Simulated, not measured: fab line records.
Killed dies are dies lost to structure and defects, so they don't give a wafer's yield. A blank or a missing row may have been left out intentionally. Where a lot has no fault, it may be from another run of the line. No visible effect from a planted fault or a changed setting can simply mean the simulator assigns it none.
Check for tools in common | flow berkeley_cmos170 | Lots sampled 14, wafers sampled 42

== REASON FOR OPENING ==
2 of 14 lots carry a flag on the reading NLDD_TW at UCB170_NLDD_TW_MEAS_11. Fault-free wafers read 2214, with a standard deviation of 18.
Rule: a lot is flagged in two cases, either no wafer of it has a number, or all its wafers with numbers fall more than 4 standard deviations from that mean. All remaining lots are regarded as sound.

lot  | measured     | on            | NLDD_TW, wafer by wafer | flag
L959 | day 6 04:05  | film_metro-02 | 2226 2235 2237          |
L960 | day 6 14:20  | film_metro-04 | 2188 2190 2191          |
L961 | day 6 18:51  | film_metro-04 | 2176 2181 2187          |
L962 | day 7 01:16  | film_metro-04 | 2196 2208 2189          |
L963 | day 7 02:14  | film_metro-04 | 2192 2191 2202          |
L969 | day 8 00:41  | film_metro-01 | 2438 2452 2456          | FLAGGED
L972 | day 8 09:45  | film_metro-04 | 2420 2420 2421          | FLAGGED
L974 | day 9 12:34  | film_metro-01 | 2228 2218 2225          |
L977 | day 9 16:16  | film_metro-04 | 2178 2187 2184          |
L976 | day 9 16:29  | film_metro-02 | 2220 2239 2238          |
L975 | day 9 16:49  | film_metro-04 | 2197 2191 2191          |
L979 | day 10 15:16 | film_metro-04 | 2207 2193 2214          |
L980 | day 10 15:38 | film_metro-02 | 2230 2234 2232          |
L982 | day 11 04:01 | film_metro-04 | 2195 2201 2198          |
On average the flagged lots' numbers are 2434, which is +220 against the usual, or +12 standard deviations.

== WHICH TOOL EACH LOT WENT THROUGH ==
The record keeps 1 process step preceding the reading, out of 331 steps on the route. In each cell: the tool, then ch and the chambers that the sampled wafers went through, then the start.
lot  | flag    | UCB170_NLDD_IMPLANT_09
L959 |         | implanter-03 ch 0, day 6 03:52
L960 |         | implanter-03 ch 0, day 6 14:05
L961 |         | implanter-04 ch 0, day 6 18:36
L962 |         | implanter-02 ch 0, day 7 01:02
L963 |         | implanter-02 ch 0, day 7 01:59
L969 | FLAGGED | implanter-02 ch 0, day 8 00:26
L972 | FLAGGED | implanter-02 ch 0, day 8 09:33
L974 |         | implanter-04 ch 0, day 9 12:22
L977 |         | implanter-03 ch 0, day 9 16:01
L976 |         | implanter-04 ch 0, day 9 16:16
L975 |         | implanter-03 ch 0, day 9 16:34
L979 |         | implanter-04 ch 0, day 10 15:03
L980 |         | implanter-03 ch 0, day 10 15:25
L982 |         | implanter-02 ch 0, day 11 03:46
These steps, and what they do:
- UCB170_NLDD_IMPLANT_09
- UCB170_NLDD_TW_MEAS_11

== FLAGGED AGAINST TOTAL, ONE TOOL AT A TIME (gauges that did the reading follow at the end) ==
step                   | tool          | lots run | flagged | share of the flagged lots | sound lots run after its first flagged lot
UCB170_NLDD_IMPLANT_09 | implanter-02  | 5        | 2       | all                       | 1 (L982)
UCB170_NLDD_IMPLANT_09 | implanter-03  | 5        | 0       | none                      | -
UCB170_NLDD_IMPLANT_09 | implanter-04  | 4        | 0       | none                      | -
UCB170_NLDD_TW_MEAS_11 | film_metro-01 | 2        | 1       | some                      | 1 (L974)
UCB170_NLDD_TW_MEAS_11 | film_metro-02 | 3        | 0       | none                      | -
UCB170_NLDD_TW_MEAS_11 | film_metro-04 | 9        | 1       | some                      | 4 (L977,L975,L979,L982)

== THE TABLE: WHAT IT ALLOWS ==
In the table, 1 row covers all flagged lots: implanter-02 at UCB170_NLDD_IMPLANT_09.
- implanter-02 at UCB170_NLDD_IMPLANT_09: 2 of its 5 lots flagged. Sound lots ran on it after the first flagged one (L982), which a lasting fault on the whole tool wouldn't allow. Its own readings (dose_ions_cm2, faraday_current_uA) fall more than 4 standard deviations out on all wafers of the flagged lots.
Not one row of the table ran every flagged lot while running no sound lot after the first.

== WHAT THE SIMULATOR PUT IN ==
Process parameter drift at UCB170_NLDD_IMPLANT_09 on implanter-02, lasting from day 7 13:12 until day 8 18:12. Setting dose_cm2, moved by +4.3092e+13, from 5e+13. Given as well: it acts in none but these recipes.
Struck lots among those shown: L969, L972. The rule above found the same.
